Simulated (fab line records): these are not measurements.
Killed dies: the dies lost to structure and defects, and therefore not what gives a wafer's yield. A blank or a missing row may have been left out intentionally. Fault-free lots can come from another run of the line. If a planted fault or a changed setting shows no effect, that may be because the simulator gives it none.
The same fault as seen by 2 desks	flow berkeley-cmos170	what lay behind the numbers comes last; until then each desk has only its own

## METROLOGY DESK
Lot by lot, what the gauges showed, no matter which tool ran the lot: averages of those sampled wafers that carry a number. Any lot whose mean is over 4 standard deviations away from the usual mean is out of limits and marked OUT; that distance is given in the brackets.
Columns: A = cd-nm at UCB170_M2_CD_MEAS_15, usual 700.0 nm; B = V2_OVL at UCB170_V2_OVL_MEAS_13, usual 1 nm
lot	first seen here	A	B
L250	day 8 07:47	699.8	6
L251	day 9 10:17	698.9	3
L253	day 9 23:51	699.5	-5
L255	day 10 00:22	698.1	10
L257	day 10 07:23	698.6	-6
L258	day 10 07:42	701.0	-1
L259	day 10 12:23	698.2	2
L260	day 10 19:29	699.8	-1
L263	day 11 21:09	701.5	-3
L265	day 12 07:12	699.7	0
L268	day 12 17:19	701.3	1
L270	day 12 17:32	700.0	2
L269	day 12 22:05	700.9	10
L272	day 15 01:00	697.8	2
This desk found nothing out of limits on any of the 14 lots.

## DESK OF THE TOOL OWNER: litho-track-04
The tool's own readings at UCB170_PVT_DEVELOP_05 (develop time 45 s): means of the sampled wafers that have a number, for each lot that ran on this tool. Any lot whose mean is over 4 standard deviations away from the usual mean is out of limits and marked OUT; that distance is given in the brackets.
Columns: A = developer-temp-C at UCB170_PVT_DEVELOP_05, usual 21.00 C
lot	first seen here	A
L250	day 6 03:00	20.98
L255	day 8 00:00	21.13
L257	day 8 05:00	20.86
L258	day 8 05:00	21.77 (+7.7) OUT
L263	day 9 12:00	21.90 (+9.0) OUT
This desk finds L258, L263 out of limits, L258 being first, at day 8 05:00 (developer-temp-C at UCB170_PVT_DEVELOP_05). Within limits: L250, L255, L257.

## BROUGHT TOGETHER
At day 8 05:00, on L258, L263, the tool owner's desk was in a position to raise an alarm.
Nothing out of limits was seen by the metrology desk.
The metrology desk has L258, L263 on record, within its limits.
UCB170_PVT_DEVELOP_05 was run on litho-track-04 by each of the lots named.

## WHAT HAD BEEN PUT IN BY THE SIMULATOR
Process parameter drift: litho-track-04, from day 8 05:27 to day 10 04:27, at UCB170_PVT_DEVELOP_05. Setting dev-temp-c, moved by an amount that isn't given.
Lots struck among those shown: L258, L263.
